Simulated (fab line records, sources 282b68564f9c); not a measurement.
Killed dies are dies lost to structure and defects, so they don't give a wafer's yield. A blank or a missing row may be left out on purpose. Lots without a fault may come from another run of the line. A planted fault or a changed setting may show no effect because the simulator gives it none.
Problem report in the 8D (eight disciplines) form, filled by code | flow rit_cmos | the parts of the form that need people (team, actions taken, sign-off) are left out

1. THE PROBLEM
PRETRO_TW at RIT_PRETRO_TW_MEAS_10 reads a mean of 420.0 on 6 wafers of 2 lots; wafers without a fault read 473.8 with a standard deviation of 2.6. That is -21 standard deviations from the usual mean.
First seen on wafer L309.3, day 4 00:23, on film_metro-03. The record holds 42 wafers of 14 lots with a number at this step. Rule for "out", or "out of limits": more than 4 standard deviations from the usual mean. The other wafers with a number count as sound.

2. WHAT IT IS AND WHAT IT IS NOT
question                    | is                     | is not
which readings at this step | PRETRO_TW              | -
which lots                  | L309, L310             | L302, L303, L304, L313, L314, L315, L318, L319, L321, L322, L323, L324
which wafers of those lots  | all that have a number | -
read on which gauges        | film_metro-03          | film_metro-01, film_metro-04
when                        | from day 4 00:23       | up to then (9 sound wafers); but 27 sound wafers of L313, L314, L315, L318, L319, L321, L322, L323, L324 came after

3. SUSPECTS, AND WHAT RULES EACH OUT
Counting: a tool at a process step up to the reading stays a suspect if it ran every lot that is out and no sound lot after the first of them.
- the gauge at RIT_PRETRO_TW_MEAS_10: ruled out. All the wafers that are out were read on film_metro-03, but those of them that RIT_PRETRO_IMPLANT_08 has rows for are out there too, on other tools.
- implanter-02 at RIT_PRETRO_IMPLANT_08: kept. It ran every lot that is out, first L309 (day 4 00:05), and no sound lot after that; its last sound lot up to then is L304 (day 3 00:03). Its own readings are out on those wafers: dose_ions_cm2, faraday_current_uA.
Left after counting: implanter-02 at RIT_PRETRO_IMPLANT_08.

4. THE CAUSE (what the simulator had put in)
Process parameter drift: implanter-02, from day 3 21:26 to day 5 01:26, at RIT_PRETRO_IMPLANT_08. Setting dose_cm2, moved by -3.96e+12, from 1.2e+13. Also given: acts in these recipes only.
Counting left only this tool.

5. THE CHAIN OF EFFECTS, in route order
Each row: a reading whose mean over the struck wafers that have a number lies more than 3 standard deviations from the usual. Only readings for which the record gives a usual standard deviation are gone through. hours: the time from each lot's start at the first step in this table that gives one to its start at this step, as a median over the lots. sigmas: the change in usual standard deviations.
hours | step                  | reading            | usual      | on struck wafers | change      | sigmas
0     | RIT_PRETRO_IMPLANT_08 | dose_ions_cm2      | 1.1998e+13 | 8.0402e+12       | -3.9578e+12 | -99 or more
0     | RIT_PRETRO_IMPLANT_08 | faraday_current_uA | 38.3       | 25.4             | -12.9       | -17
0     | RIT_PRETRO_TW_MEAS_10 | PRETRO_TW          | 473.8      | 420.0            | -53.8       | -21
The process steps in it:
- RIT_PRETRO_IMPLANT_08
Later measuring or inspecting steps at which every struck wafer that the step has a row for has a number for every such reading, and none has moved that far: RIT_SDANNEAL_RS_MEAS_07.

6. WHAT WOULD HAVE CAUGHT IT SOONER
In this record the first reading out of limits at a measuring or inspecting step was taken at day 4 00:23, 3 hours after the fault began at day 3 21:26.
The tool's own readings at RIT_PRETRO_IMPLANT_08 were out on every struck wafer that the step has a row for (dose_ions_cm2, faraday_current_uA): an alarm limit on them would have fired on the first of those.
Of the lots that are out (2), L310 began RIT_PRETRO_IMPLANT_08 on implanter-02 after day 4 00:23. A hold on the tool at that time would have spared it.
